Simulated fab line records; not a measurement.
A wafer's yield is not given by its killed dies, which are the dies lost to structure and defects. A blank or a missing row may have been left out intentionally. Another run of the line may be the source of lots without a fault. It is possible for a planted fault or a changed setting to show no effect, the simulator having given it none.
Split-lot trial    flow berkeley-cmos170    5 lots, 23 wafers read, on a route of 331 steps

== ABOUT THE SPLIT ==
At UCB170_M2_SPUTTER_01 (material Al, target thk 900 nm, time 120 s), the setting power-w was moved away from the recipe's 6000 W on 7 of the 23 wafers read, by -5.7% to +3.8%. The other wafers ran this setting at the recipe's value.

== BETWEEN THE SPLIT AND THE READING: the file shows 1 step in between ==
- UCB170_M2_RS_MEAS_02: measures by four-point-probe

== THE READING ==
M2_AL_THK, in nm, at UCB170_M2_THK_MEAS_03 (measures by xrf). A value of 902 nm with a standard deviation of 14 nm is what fault-free wafers of this fab line usually give.

wafer   tool, chamber at the split  power-w as run, W  against the recipe  M2_AL_THK, nm  against lot-mates on the recipe
L074.1  pvd-sputter-03, -           5658               -5.7%               852            -44
L074.2  pvd-sputter-03, -           5658               -5.7%               860            -36
L074.3  pvd-sputter-03, -           6000               recipe              886            -
L074.5  pvd-sputter-03, -           6000               recipe              906            -
L074.6  pvd-sputter-03, -           5658               -5.7%               843            -53
L076.4  pvd-sputter-01, -           6000               recipe              905            -
L076.5  pvd-sputter-01, -           6000               recipe              887            -
L076.6  pvd-sputter-01, -           6000               recipe              889            -
L077.1  pvd-sputter-04, -           6000               recipe              898            -
L077.2  pvd-sputter-04, -           6000               recipe              896            -
L077.3  pvd-sputter-04, -           6000               recipe              883            -
L077.4  pvd-sputter-04, -           6000               recipe              905            -
L077.6  pvd-sputter-04, -           6000               recipe              898            -
L078.1  pvd-sputter-04, -           5798               -3.4%               875            -25
L078.2  pvd-sputter-04, -           6000               recipe              910            -
L078.3  pvd-sputter-04, -           6000               recipe              894            -
L078.4  pvd-sputter-04, -           6000               recipe              895            -
L078.6  pvd-sputter-04, -           5798               -3.4%               880            -20
L082.1  pvd-sputter-01, -           6230               +3.8%               941            +36
L082.2  pvd-sputter-01, -           6230               +3.8%               940            +35
L082.3  pvd-sputter-01, -           6000               recipe              906            -
L082.4  pvd-sputter-01, -           6000               recipe              910            -
L082.6  pvd-sputter-01, -           6000               recipe              899            -

FIT RESULTS
A straight line over all 23 wafers: M2_AL_THK changes by +8.6 nm for each +1% of power-w; r = +0.93; the points scatter about the line by 8.6 nm.
The same after taking each lot's own level away (the mean of its wafers on the recipe; 23 wafers): +8 nm for each +1%; r = +0.94; scatter 7.3 nm.
According to that fit, moving power-w by its largest amount changes the reading by 46 nm.
Measured against the standard deviation above, the lots' own levels, which go from 893.7 to 905.0 nm, span 0.8 times it.
Consequently the slope shifts little with the lot-to-lot level, the two slopes agreeing.
Check: with one of the wafers moved furthest among these (-5.7%) left out of the fit, the line predicts -44.7 nm for it against its lot-mates. Against them it came out at -44 nm.

== THE WHOLE CHAIN: every reading that the file lists as answering this split, in the file's order ==
step                     what it does                                                               reading                                                                      change (the file's fit)                r (the file's)
UCB170_M2_SPUTTER_01     material Al, target thk 900 nm, time 120 s                                 Al_of_M2_SPUTTER_01.thk-nm (the simulator's own value, which no gauge read)  +8.63 nm for each +1% of the setting   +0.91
UCB170_M2_RS_MEAS_02     measures by four-point-probe                                               M2_AL_RS                                                                     -0.000316 for each +1% of the setting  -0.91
UCB170_M2_THK_MEAS_03    measures by xrf                                                            M2_AL_THK                                                                    +7.8 for each +1% of the setting       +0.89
UCB170_M2_METAL_ETCH_18  etches Al in Cl2/BCl3, stops on SiO2, target depth 1170 nm, time 195 s     etch.depth-nm (the simulator's own value, which no gauge read)               +8.74 nm for each +1% of the setting   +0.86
UCB170_V2_ETCH_14        etches SiO2 in CHF3/CF4/Ar, stops on Al, target depth 1250 nm, time 291 s  Al_of_M2_SPUTTER_01.thk-nm (the simulator's own value, which no gauge read)  +8.68 nm for each +1% of the setting   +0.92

== THE FILE'S OWN FIT ==
M2_AL_THK changes by +7.8 nm for each +1% of power-w, r = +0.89.
